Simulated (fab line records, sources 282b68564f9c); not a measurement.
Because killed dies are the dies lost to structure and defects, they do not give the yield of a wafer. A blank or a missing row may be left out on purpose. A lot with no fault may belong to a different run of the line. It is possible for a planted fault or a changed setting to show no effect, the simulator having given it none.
8D (eight disciplines) problem report, filled in by code / flow ritCmos / the parts of the form that need people (team, actions taken, sign-off) are left out

1. WHAT IS WRONG
Wafers without a fault read 170.00, standard deviation 0.051; beamEnergyKeV at RIT_NWELL_IMPLANT_08 reads a mean of 178.24 on 9 wafers belonging to 3 lots. So: +99 or more standard deviations from the usual mean.
The first sign was on wafer L652.3 at day 5 17:20, on implanter-04. Wafers with a number at this step in the record: 45, from 15 lots. By rule, "out" or "out of limits" means more than 4 standard deviations away from the usual mean. Any other wafer with a number is counted as sound.

2. WHAT IT IS, WHAT IT ISN'T
question=which readings at this step | is=beamEnergyKeV | is not=-
question=which lots | is=L652, L653, L654 | is not=L634, L635, L638, L639, L640, L641, L643, L644, L645, L655, L656, L657
question=which wafers of those lots | is=all that have a number | is not=-
question=read on which tools | is=implanter-04 | is not=implanter-01, implanter-03
question=when | is=from day 5 17:20 | is not=up to then (27 sound wafers); but 9 sound wafers of L655, L656, L657 came after

3. SUSPECTS, AND WHAT RULES EACH OUT
Counting: a tool at any process step up to the reading remains a suspect when it ran all the lots that are out and ran no sound lot after the first of those.
- implanter-04 at RIT_NWELL_IMPLANT_08: kept. It ran every lot that is out, first L652 (day 5 17:20), and no sound lot after that; its last sound lot up to then is L643 (day 3 19:42). Out on those wafers are its own readings of beamEnergyKeV.
Left after counting: implanter-04 at RIT_NWELL_IMPLANT_08.

4. THE CAUSE (what the simulator had put in)
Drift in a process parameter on implanter-04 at RIT_NWELL_IMPLANT_08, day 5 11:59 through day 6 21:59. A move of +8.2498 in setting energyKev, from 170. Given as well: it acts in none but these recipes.
After counting, this tool was the only one left.

5. SEQUENCE OF EFFECTS, ordered by route
Rows list readings where the struck wafers' mean (over those with a number) sits beyond 3 standard deviations from the usual. Scope: only readings with a usual standard deviation given in the record; hours: median across lots of the time from each lot's start at the first step in this table that gives one to its start at this step; sigmas: change in usual standard deviations.
hours=0; step=RIT_NWELL_IMPLANT_08; reading=beamEnergyKeV; usual=170.00; on struck wafers=178.24; change=+8.24; sigmas=+99 or more
The process steps in it:
- RIT_NWELL_IMPLANT_08

6. WHAT WOULD HAVE CAUGHT IT SOONER
5 hours passed between the start of the fault at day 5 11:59 and the first reading out of limits in this record, taken at day 5 17:20.
